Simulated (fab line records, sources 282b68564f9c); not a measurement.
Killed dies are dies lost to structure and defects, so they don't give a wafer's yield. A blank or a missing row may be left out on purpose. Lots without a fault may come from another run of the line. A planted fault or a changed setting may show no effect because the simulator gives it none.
fab line records | flow rit_cmos
record lots=6 wafers=18 last_day=7
route steps=202 shown PLDD@118 SPACER@125 M1@202
lots that met no fault: from a run of the same line without faults
start_h: hours from the record's first day to the start of the lot's first wafer shown | wait_h: hours since the lot's step before | " the same as in the row above | L1.1+2: a row that stands for several wafers | - no value, or no start given | * or withheld: withheld | < > ~ a bound
route shown NAME@n: a module of which the file shows steps, and the number in the route of the first | usual: mean/standard deviation of fault-free wafers | same: alike in all rows | chamber/n: place in a boat | sites: the reading at each site | _std_site: their standard deviation | _edge_site: outer sites' mean less inner sites' | radius_mm: how far each site lies from the wafer's centre | mask NAME#n: copy n | behind: the tool/chamber that last shaped the wafer | hold: why the lot was held/for how many hours/how that ended | device: the transistor (n, p or np) that didn't switch | end of line: the same wafers' tests at the end of the route | a step without rows: its recipe alone | killed: dies lost to structure and defects at the first sort, not the wafer's yield | map: a wafer's dies, x killed, . not, _ none there
set.NAME: the setting as run; set.NAME@STEP: as run at that earlier step | model.NAME: the simulator's own value behind a step, which no gauge read
lots at some steps of the route; a table a step, a row a wafer
services: from which hour (start_h, from the record's first day; less than 0 if before it) a tool's chamber was out of use, for how many hours, and why
## steps
# step RIT_PLDD_PEB_04
# recipe resist=NOVOLAK temp_c=withheld time_s=withheld
# step RIT_PLDD_DEVELOP_05
# recipe resist=NOVOLAK develop_time_s=50 dev_temp_c=23
# step RIT_PLDD_OVL_MEAS_06
# usual PLDD_OVL=1.2/1.5
# columns lot.wafer tool chamber start_h wait_h PLDD_OVL[nm]
L791.2 overlay-01 - 88.89 - 0.5
L791.3 " - " " 1.0
L791.5 " - " " 0.4
L793.2 overlay-01 - 98.61 - 0.7
L793.3 " - " " 2.9
L793.4 " - " " 0.2
L799.2 overlay-02 - 130.59 - -1.3
L799.3 " - " " 0.6
L799.6 " - " " 0.6
L802.3 overlay-01 - 144.11 - -0.7
L802.4 " - " " 0.3
L802.6 " - " " 0.7
L805.1 overlay-01 - 155.16 - 1.8
L805.4 " - " " 0.9
L805.6 " - " " 1.5
L806.1 overlay-01 - 162.40 - 1.3
L806.2 " - " " -0.3
L806.4 " - " " -0.9
# step RIT_PLDD_HARDBAKE_07
# recipe resist=NOVOLAK temp_c=140 time_s=60
# step RIT_PLDD_IMPLANT_08
# recipe species=BF2 energy_kev=20 dose_cm2=9.197e+14 tilt_deg=7
# step RIT_PLDD_STRIP_09
# recipe chemistry=O2 time_s=180 resist=NOVOLAK platen_temp_c=withheld power_w=500 pressure_mtorr=4000 o2_flow_sccm=4000
# usual drypump_motor_current_A=5.6/0.63
# columns lot.wafer tool chamber start_h wait_h drypump_motor_current_A rf_hours_counter_h
L791.2 plasma_asher-04 1 89.22 0.1 6.6 43
L791.3 " 1 " " 6.6 -
L791.5 " 0 " " 5.4 -
L793.2 plasma_asher-02 0 99.09 0.1 5.4 46
L793.3 " 1 " " 5.1 -
L793.4 " 0 " " 5.4 -
L799.2 plasma_asher-04 1 130.92 0.1 6.7 48
L799.3 " 0 " " 5.4 -
L799.6 " 1 " " 6.6 -
L802.3 plasma_asher-02 0 144.49 0.1 5.4 -
L802.4 " 1 " " 5.1 -
L802.6 " 0 " " 5.4 -
L805.1 plasma_asher-02 0 155.51 0.1 5.3 52
L805.4 " 1 " " 5.1 -
L805.6 " 1 " " 5.1 -
L806.1 plasma_asher-04 0 162.74 0.1 5.4 52
L806.2 " 1 " " 6.6 52
L806.4 " 1 " " 6.6 -
# step RIT_PLDD_TW_MEAS_10
# usual PLDD_TW=2349/28
# columns lot.wafer tool chamber start_h wait_h PLDD_TW
L791.2 film_metro-02 - 89.40 0.1 2345
L791.3 " - " " 2335
L791.5 " - " " 2333
L793.2 film_metro-01 - 99.28 0.1 2370
L793.3 " - " " 2376
L793.4 " - " " 2367
L799.2 film_metro-04 - 131.11 0.1 2290
L799.3 " - " " 2297
L799.6 " - " " 2293
L802.3 film_metro-01 - 144.63 0.1 2353
L802.4 " - " " 2357
L802.6 " - " " 2365
L805.1 film_metro-01 - 155.69 0.1 2335
L805.4 " - " " 2341
L805.6 " - " " 2360
L806.1 film_metro-01 - 162.91 0.1 2356
L806.2 " - " " 2361
L806.4 " - " " 2355
# step RIT_SPACER_CLEAN_00
# recipe chemistry=SC1 mix=3:3:50 time_s=600 temp_c=75
# step RIT_SPACER_CLEAN_01
# recipe chemistry=dHF dilution=50:1 time_s=30
# step RIT_SPACER_CLEAN_02
# recipe chemistry=SC2 mix=3:3:50 time_s=600 temp_c=75 dry=n2_spin
# step RIT_SPACER_CVD_03
# recipe material=Si3N4 target_thk_nm=250 temp_c=810 precursor=SiH2Cl2/NH3 time_s=3300 pressure_mtorr=300 sih2cl2_flow_sccm=60 nh3_flow_sccm=150
# step RIT_SPACER_THK_MEAS_04
# recipe reads=Si3N4_of_SPACER_CVD_03
# usual SPACER_NITRIDE_THK=250.9/2.3
# columns lot.wafer tool chamber start_h wait_h SPACER_NITRIDE_THK[nm]
L791.2 film_metro-03 - 92.84 0.0 252.8
L791.3 " - " " 252.3
L791.5 " - " " 251.7
L793.2 film_metro-03 - 101.64 0.0 248.6
L793.3 " - " " 248.1
L793.4 " - " " 248.8
L799.2 film_metro-03 - 133.45 0.0 249.9
L799.3 " - " " 251.6
L799.6 " - " " 250.6
L802.3 film_metro-02 - 146.97 0.0 252.2
L802.4 " - " " 252.9
L802.6 " - " " 254.2
L805.1 film_metro-02 - 158.03 0.0 248.6
L805.4 " - " " 253.4
L805.6 " - " " 250.4
L806.1 film_metro-03 - 165.29 0.0 248.2
L806.2 " - " " 248.2
L806.4 " - " " 247.7
# step RIT_SPACER_ETCHBACK_05
# recipe target_depth_a=2500 SF6_flow_sccm=30 CHF3_flow_sccm=30 target=Si3N4 chemistry=SF6/CHF3 pressure_mtorr=40 rf_w=250 time_s=240 stop_on=SiO2
# usual drypump_motor_current_A=5.7/0.43 oes_product_au=0.838/0.015 run_length_s=268.4/0.35 throttle_valve_pct=10.29/0.16
# columns lot.wafer tool chamber start_h wait_h drypump_motor_current_A oes_product_au rf_hours_counter_h run_length_s throttle_valve_pct model.etch.depth_nm model.poly-Si_of_GATE_CVD_08.thk_nm model.Si3N4_of_SPACER_CVD_03.thk_nm
L791.2 rie_diel-01 3 92.89 0.0 5.7 0.838 109 268.9 10.43 252.7 165.5 197.5
L791.3 " 0 " " 4.9 0.815 117 268.5 10.49 252.3 166.1 196.3
L791.5 " 2 " " 5.9 0.834 - 267.8 10.04 251.7 167.5 196.2
L793.2 rie_diel-03 2 101.69 0.0 6.4 0.833 39 267.9 10.00 248.8 169.9 195.2
L793.3 " 3 " " 6.3 0.829 31 268.4 10.39 248.2 171.7 193.8
L793.4 " 0 " " 6.0 0.838 134 268.8 10.41 249 167.7 193.1
L799.2 rie_diel-03 3 133.50 0.0 6.3 0.992 31 172.4 10.42 189.5 198.5 217.1
L799.3 " 2 " " 6.4 0.981 40 171.9 10.04 188 194.8 218.7
L799.6 " 2 " " 6.4 0.965 - 172.0 10.03 186.6 195.2 218.1
L802.3 rie_diel-03 2 147.01 0.0 6.4 0.995 40 172.2 10.02 189 196.5 219.3
L802.4 " 0 " " 6.0 1.023 135 172.6 10.47 194.9 194.2 218.8
L802.6 " 1 " " 5.4 1.026 - 172.5 10.27 192 194.9 220.7
L805.1 rie_diel-04 0 158.09 0.1 5.9 0.833 7 267.5 10.46 248.6 164.4 193.7
L805.4 " 1 " " 5.6 0.842 91 268.5 10.30 253.1 165.9 198.7
L805.6 " 2 " " 5.4 0.831 - 268.3 10.19 250.5 166.2 197.1
L806.1 rie_diel-01 0 165.35 0.1 4.9 0.808 119 268.3 10.49 248.2 165.6 193
L806.2 " 3 " " 5.7 0.830 111 269.0 10.39 248.3 168.3 194.4
L806.4 " 3 " " 5.7 0.822 - 268.8 10.42 248 168.2 193.7
# step RIT_M1_PROBE_99
# usual killed_at_contacts=0.1/0.25 killed_at_front_end=6/3.1 killed_dies=6/3.1 killed_on_rim=1.6/1.4 killed_open=2.9/2 killed_short=3.3/2
# same gross_dies=264 killed_at_M0_to_M3=0 killed_at_M4_up=0 killed_at_back_side=0 killed_at_other=0
# columns lot.wafer tool chamber start_h wait_h killed_at_contacts killed_at_front_end killed_dies killed_on_rim killed_open killed_short
L791.2 prober-02 - 104.01 0.1 0 6 6 2 4 2
L791.3 prober-02 - 104.06 0.2 0 7 7 1 2 5
L791.5 prober-02 - 104.16 0.2 1 4 5 1 0 5
L793.2 prober-02 - 112.64 0.1 1 1 2 1 0 2
L793.3 prober-02 - 112.69 0.2 0 3 3 1 1 2
L793.4 prober-02 - 112.74 0.2 0 5 5 1 4 1
L799.2 prober-02 - 144.48 0.1 0 264 264 70 2 1
L799.3 prober-02 - 144.53 0.2 0 264 264 70 3 6
L799.6 prober-02 - 144.68 0.2 0 264 264 70 3 2
L802.3 prober-01 - 158.45 0.2 0 264 264 70 5 5
L802.4 prober-01 - 158.50 0.2 0 264 264 70 0 2
L802.6 prober-01 - 158.60 0.2 0 264 264 70 9 1
L805.1 prober-02 - 169.22 0.1 0 2 2 0 2 0
L805.4 prober-02 - 169.37 0.2 0 1 1 0 0 1
L805.6 prober-02 - 169.47 0.2 0 3 3 2 2 1
# killed by level:class
L791.2 SPACER:geometric_particle:open=2 FOX1:geometric_particle:open=1 FOX2:geometric_particle:short=1 REOX:geometric_particle:short=1 REOX:geometric_particle:open=1
L791.3 FOX2:geometric_particle:short=4 FOX2:geometric_particle:open=1 GATE:geometric_particle:open=1 GATE:geometric_particle:short=1
L791.5 FOX2:geometric_particle:short=2 GATE:geometric_particle:short=1 SPACER:geometric_particle:short=1 CONTACT:geometric_particle:short=1
L793.2 SILICIDE:geometric_particle:short=1 CONTACT:geometric_particle:short=1
L793.3 FOX2:geometric_particle:open=1 GATE:geometric_particle:short=1 SPACER:geometric_particle:short=1
L793.4 FOX1:geometric_particle:open=1 FOX2:geometric_particle:open=1 GATE:geometric_particle:open=1 SPACER:geometric_particle:short=1 SILICIDE:geometric_particle:open=1
L799.2 SPACER:area_etchback=261 FOX1:geometric_particle:open=1 GATE:geometric_particle:short=1 SILICIDE:geometric_particle:open=1
L799.3 SPACER:area_etchback=255 GATE:geometric_particle:short=2 SILICIDE:geometric_particle:short=2 FOX1:geometric_particle:open=1 FOX1:geometric_particle:short=1 REOX:geometric_particle:open=1 REOX:geometric_particle:short=1 SILICIDE:geometric_particle:open=1
L799.6 SPACER:area_etchback=259 GATE:geometric_particle:open=3 GATE:geometric_particle:short=2
L802.3 SPACER:area_etchback=254 FOX2:geometric_particle:short=2 FOX1:geometric_particle:short=1 FOX1:geometric_particle:open=1 FOX2:geometric_particle:open=1 GATE:geometric_particle:open=1 GATE:geometric_particle:short=1 REOX:geometric_particle:open=1
L802.4 SPACER:area_etchback=262 FOX1:geometric_particle:short=1 REOX:geometric_particle:short=1
L802.6 SPACER:area_etchback=254 GATE:geometric_particle:open=4 FOX1:geometric_particle:open=2 FOX2:geometric_particle:open=2 REOX:geometric_particle:open=1 SPACER:geometric_particle:short=1
L805.1 GATE:geometric_particle:open=2
L805.4 REOX:geometric_particle:short=1
L805.6 FOX2:geometric_particle:open=2 GATE:geometric_particle:short=1
# map L799.2 (x killed, . not)
________xxxxxxx_______
_____xxxxxxxxxxxxx____
____xxxxxxxxxxxxxxx___
___xxxxxxxxxxxxxxxxx__
__xxxxxxxxxxxxxxxxxxx_
__xxxxxxxxxxxxxxxxxxx_
_xxxxxxxxxxxxxxxxxxxxx
_xxxxxxxxxxxxxxxxxxxxx
_xxxxxxxxxxxxxxxxxxxxx
_xxxxxxxxxxxxxxxxxxxxx
__xxxxxxxxxxxxxxxxxxx_
__xxxxxxxxxxxxxxxxxxx_
___xxxxxxxxxxxxxxxxx__
____xxxxxxxxxxxxxxx___
_____xxxxxxxxxxxxx____
________xxxxxxx_______
# map L802.3 (x killed, . not)
________xxxxxxx_______
_____xxxxxxxxxxxxx____
____xxxxxxxxxxxxxxx___
___xxxxxxxxxxxxxxxxx__
__xxxxxxxxxxxxxxxxxxx_
__xxxxxxxxxxxxxxxxxxx_
_xxxxxxxxxxxxxxxxxxxxx
_xxxxxxxxxxxxxxxxxxxxx
_xxxxxxxxxxxxxxxxxxxxx
_xxxxxxxxxxxxxxxxxxxxx
__xxxxxxxxxxxxxxxxxxx_
__xxxxxxxxxxxxxxxxxxx_
___xxxxxxxxxxxxxxxxx__
____xxxxxxxxxxxxxxx___
_____xxxxxxxxxxxxx____
________xxxxxxx_______
## services
# columns tool chamber start_h hours kind
plasma_asher-02 - 71.80 14.6 pm
rie_diel-01 1 86.71 - clean
rie_diel-01 1 86.71 - consumable_replace:esc
rie_diel-01 1 86.71 20.6 scheduled_down
rie_diel-01 1 86.71 20.6 vent_cycle
rie_diel-03 1 107.85 - clean
rie_diel-03 1 107.85 16.0 scheduled_down
rie_diel-03 1 107.85 16.0 vent_cycle
rie_diel-01 2 114.80 1.8 repair
rie_diel-01 2 144.00 - clean
rie_diel-01 2 144.00 28.4 scheduled_down
rie_diel-01 2 144.00 28.4 vent_cycle
rie_diel-01 1 149.95 4.8 repair
rie_diel-03 2 150.53 4.3 repair
## key
first_sign step=RIT_SPACER_ETCHBACK_05 reading=run_length_s direction=down sigmas=99+ usual=* struck=*
effect step=RIT_SPACER_ETCHBACK_05 reading=oes_product_au direction=up sigmas=11 usual=0.838 struck=0.997
effect step=RIT_M1_PROBE_99 reading=killed_dies direction=up sigmas=84 usual=6 struck=264
model_effect step=RIT_SPACER_ETCHBACK_05 value=etch.depth_nm without=251.9 struck=190
more_kills_born_at RIT_SPACER_ETCHBACK_05@rie_diel-03=1545
met_at RIT_SPACER_ETCHBACK_05
struck_wafers L799.2,L799.3,L799.6,L802.3,L802.4,L802.6
later_rows_left_out L799.2,L799.3,L799.6,L802.3,L802.4,L802.6
tester_left_out L799,L802
onset_between 101.69 133.50
fault kind=process_parameter_drift tool=rie_diel-03 chamber=- onset_h=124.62 steps=RIT_SPACER_ETCHBACK_05 channel=time_s offset=* shape=step end_h=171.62 acts_in=* stated=*
# tester_left_out: of these lots the tester's yield and bins aren't shown, on N5 and GAA mostly nor the transistor test; their killed dies are dies lost to structure and defects alone, not to doping, threshold or leakage, so they don't give the yield
# later_rows_left_out: the simulator's readings of these wafers behind a module that went badly wrong aren't trusted and aren't shown, but for the sort
